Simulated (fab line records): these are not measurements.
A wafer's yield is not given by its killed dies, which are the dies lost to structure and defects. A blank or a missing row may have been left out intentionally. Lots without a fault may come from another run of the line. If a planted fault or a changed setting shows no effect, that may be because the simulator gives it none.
Split-lot experiment -- flow ritCmos -- 23 wafers read across 5 lots, on a route 202 steps long

## THE SPLIT
At RIT_NSD_IMPLANT_08, the setting doseCm2 was moved away from the recipe's 1e+15 on 7 of the 23 wafers read, by -6.3% to +4.9%. For the rest of the wafers, this setting stayed at what the recipe calls for.

## FROM THE SPLIT TO THE READING: what the file shows between them, 2 steps
- RIT_SDANNEAL_RTA_03: time 5 s (also split here: timeS)
- RIT_SDANNEAL_RS_MEAS_04: measures by four-point-probe

## THE READING
At RIT_SDANNEAL_RS_MEAS_05, a four-point-probe measurement gives NSD_RS in ohm/sq. A value of 84.4 ohm/sq with a standard deviation of 0.4 ohm/sq is what fault-free wafers of this fab line usually give.

wafer,"tool, chamber at the split",doseCm2 as run,against the recipe,"NSD_RS, ohm/sq",against lot-mates on the recipe
L074.2,"implanter-03, 0",1e+15,recipe,85.0,-
L074.3,"implanter-03, 0",1.049e+15,+4.9%,81.5,-3.1
L074.4,"implanter-03, 0",1e+15,recipe,84.5,-
L074.5,"implanter-03, 0",1.049e+15,+4.9%,81.2,-3.4
L074.6,"implanter-03, 0",1e+15,recipe,84.3,-
L075.2,"implanter-03, 0",1e+15,recipe,84.3,-
L075.3,"implanter-03, 0",1e+15,recipe,83.9,-
L075.4,"implanter-03, 0",1e+15,recipe,83.9,-
L075.5,"implanter-03, 0",1e+15,recipe,84.1,-
L075.6,"implanter-03, 0",1e+15,recipe,84.2,-
L076.1,"implanter-02, 0",1e+15,recipe,84.6,-
L076.3,"implanter-02, 0",9.668e+14,-3.3%,86.5,+2.0
L076.4,"implanter-02, 0",9.668e+14,-3.3%,86.4,+1.9
L076.5,"implanter-02, 0",1e+15,recipe,84.4,-
L076.6,"implanter-02, 0",9.668e+14,-3.3%,86.8,+2.3
L077.1,"implanter-02, 0",1e+15,recipe,84.7,-
L077.2,"implanter-02, 0",9.366e+14,-6.3%,89.2,+4.4
L077.3,"implanter-02, 0",1e+15,recipe,84.9,-
L077.4,"implanter-02, 0",9.366e+14,-6.3%,89.4,+4.6
L077.5,"implanter-02, 0",1e+15,recipe,84.9,-
L082.3,"implanter-03, 0",1e+15,recipe,83.9,-
L082.4,"implanter-03, 0",1e+15,recipe,83.8,-
L082.5,"implanter-03, 0",1e+15,recipe,83.5,-

FIT RESULTS
A straight line over all 23 wafers: NSD_RS changes by -0.705 ohm/sq for each +1% of doseCm2; r = -0.97; the points scatter about the line by 0.44 ohm/sq.
The same after taking each lot's own level away (the mean of its wafers on the recipe; 23 wafers): -0.676 ohm/sq for each +1%; r = -0.99; scatter 0.2 ohm/sq.
The reading moves by 4.3 ohm/sq for the largest change in doseCm2, on that fit.
Measured against the standard deviation above, the lots' own levels, which go from 83.73 to 84.83 ohm/sq, span 2.7 times it.
So the lot-to-lot level changes the slope little: the two slopes agree.
Check: for one of the wafers moved furthest among these (-6.3%), held out of the fit, the line's prediction against its lot-mates is +4.25 ohm/sq. It came out at +4.37 ohm/sq against them.

## FURTHER SPLITS ON THESE WAFERS
These wafers also went through other splits before the reading. Each is held against what the fit with the lots' levels taken away leaves over:
other split on the same wafers,wafers away from the commonest value,r with NSD_RS (lot level and that fit taken away)
RIT_GATE_DEVELOP_15 developTimeS,5,-0.16
RIT_PLDD_SOFTBAKE_02 tempC,8,+0.02
RIT_SDANNEAL_RTA_03 timeS,8,-0.43

## FILE'S OWN FIT
NSD_RS changes by -0.677 ohm/sq for each +1% of doseCm2, r = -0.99.
